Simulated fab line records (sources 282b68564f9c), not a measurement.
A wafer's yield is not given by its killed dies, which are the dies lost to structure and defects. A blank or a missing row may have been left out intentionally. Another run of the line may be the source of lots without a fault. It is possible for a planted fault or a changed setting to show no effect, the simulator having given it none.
Which tool did it? + flow rit_cmos + 13 lots, 39 wafers sampled, at 2 steps of a route of 202

== WHAT THE GAUGES SHOWED, per wafer ==
RIT_ACTIVE_CD_MEAS_11 targets a cd of 1400 nm.
| lot  | measured    | on        | cd_nm (nm)           |
|------|-------------|-----------|----------------------|
| L458 | day 1 19:35 | cd_sem-01 | 1399.6 1402.6 1401.9 |
| L459 | day 2 01:17 | cd_sem-01 | 1398.6 1398.3 1398.5 |
| L460 | day 2 05:35 | cd_sem-02 | 1399.9 1397.0 1396.7 |
| L461 | day 2 12:02 | cd_sem-01 | 1402.1 1401.9 1402.3 |
| L462 | day 2 16:45 | cd_sem-01 | 1403.9 1402.3 1401.6 |
| L463 | day 2 20:47 | cd_sem-01 | 1400.9 1399.9 1399.0 |
| L464 | day 3 02:45 | cd_sem-01 | 1395.7 1396.9 1398.0 |
| L467 | day 3 17:29 | cd_sem-02 | 1400.0 1399.8 1397.8 |
| L468 | day 3 21:34 | cd_sem-02 | 1404.5 1403.6 1403.8 |
| L470 | day 4 07:36 | cd_sem-01 | 1401.7 1401.1 1400.2 |
| L476 | day 5 13:26 | cd_sem-01 | 1365.0 1335.9 1335.8 |
| L478 | day 5 23:37 | cd_sem-02 | 1395.8 1398.6 1398.3 |
| L479 | day 6 04:26 | cd_sem-01 | 1401.4 1399.4 1401.5 |

== WHICH TOOL RAN EACH LOT (tool, then ch and the chambers of the sampled wafers, then the start) ==
| lot  | RIT_ACTIVE_EXPOSE_08               |
|------|------------------------------------|
| L458 | iline_stepper-01 ch 0, day 1 19:11 |
| L459 | iline_stepper-02 ch 0, day 2 00:53 |
| L460 | iline_stepper-01 ch 0, day 2 05:11 |
| L461 | iline_stepper-01 ch 0, day 2 11:38 |
| L462 | iline_stepper-02 ch 0, day 2 16:21 |
| L463 | iline_stepper-02 ch 0, day 2 20:21 |
| L464 | iline_stepper-01 ch 0, day 3 02:21 |
| L467 | iline_stepper-01 ch 0, day 3 17:05 |
| L468 | iline_stepper-02 ch 0, day 3 21:10 |
| L470 | iline_stepper-02 ch 0, day 4 07:12 |
| L476 | iline_stepper-02 ch 0, day 5 13:02 |
| L478 | iline_stepper-01 ch 0, day 5 23:12 |
| L479 | iline_stepper-01 ch 0, day 6 04:02 |
- RIT_ACTIVE_EXPOSE_08: exposes mask M1, target cd 1400 nm.

== WHAT THE TOOLS THEMSELVES READ (means of the sampled wafers that have a number; where no wafer has one, the mark that the record gives instead) ==
RIT_ACTIVE_EXPOSE_08.
| lot  | tool             | exposure_dose_mJ_cm2 |
|------|------------------|----------------------|
| L458 | iline_stepper-01 | 222.61               |
| L459 | iline_stepper-02 | 222.72               |
| L460 | iline_stepper-01 | 223.00               |
| L461 | iline_stepper-01 | 222.49               |
| L462 | iline_stepper-02 | 222.93               |
| L463 | iline_stepper-02 | 222.98               |
| L464 | iline_stepper-01 | 222.98               |
| L467 | iline_stepper-01 | 223.31               |
| L468 | iline_stepper-02 | 222.59               |
| L470 | iline_stepper-02 | 222.74               |
| L476 | iline_stepper-02 | 215.95               |
| L478 | iline_stepper-01 | 223.19               |
| L479 | iline_stepper-01 | 222.61               |

== THE ANSWER, worked out from the rows above alone ==
Rule: the usual values come from the lots themselves. The widest of any qualifying gaps counts: lots, ordered by their means at a reading, are off when they make up no more than a third of the lots, leave a main group of 4 or more, and stand apart from it by 3 or more times the standard deviation of that group's means. A main group whose means are all the same, to the digits that the tables above print for the reading, isn't used. A lot without any number at a reading at which 4 lots or more have one is off too. The other lots that the step has rows for count as sound. Order of review: gauges by route order, followed by the tools' own readings, for which a lot's mean as printed above is used. The first step at which some lot is off is used, and at that step the reading that is off furthest; a lot without a number counts as furthest.
Off at RIT_ACTIVE_CD_MEAS_11 (cd_nm): L476. The main group has a mean of 1400.1 nm with a standard deviation of 2.1.
If a tool, at a process step before that reading, ran all the lots that are off and no sound lot after the first of them, it fits. The gauges at RIT_ACTIVE_CD_MEAS_11 aren't tried: what is off there is off at RIT_ACTIVE_EXPOSE_08 too, on other tools, and a gauge's error can't cause that. One candidate fits, namely iline_stepper-02 at RIT_ACTIVE_EXPOSE_08. Its last sound lot is L470 (day 4 07:12), its first lot that is off L476 (day 5 13:02): a fault that began between those two fits.
The tool's own readings at RIT_ACTIVE_EXPOSE_08 bear it out: on the lots that are off they differ by more than 5 times the standard deviation of the sound lots' means. exposure_dose_mJ_cm2 reads 215.95 there against 222.85 on the sound lots.

== WHAT HAD BEEN PUT IN BY THE SIMULATOR ==
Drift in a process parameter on iline_stepper-02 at RIT_ACTIVE_EXPOSE_08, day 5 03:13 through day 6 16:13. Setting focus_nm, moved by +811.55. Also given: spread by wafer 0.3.
Struck lots among those shown: L476. The same result came from the rule above.
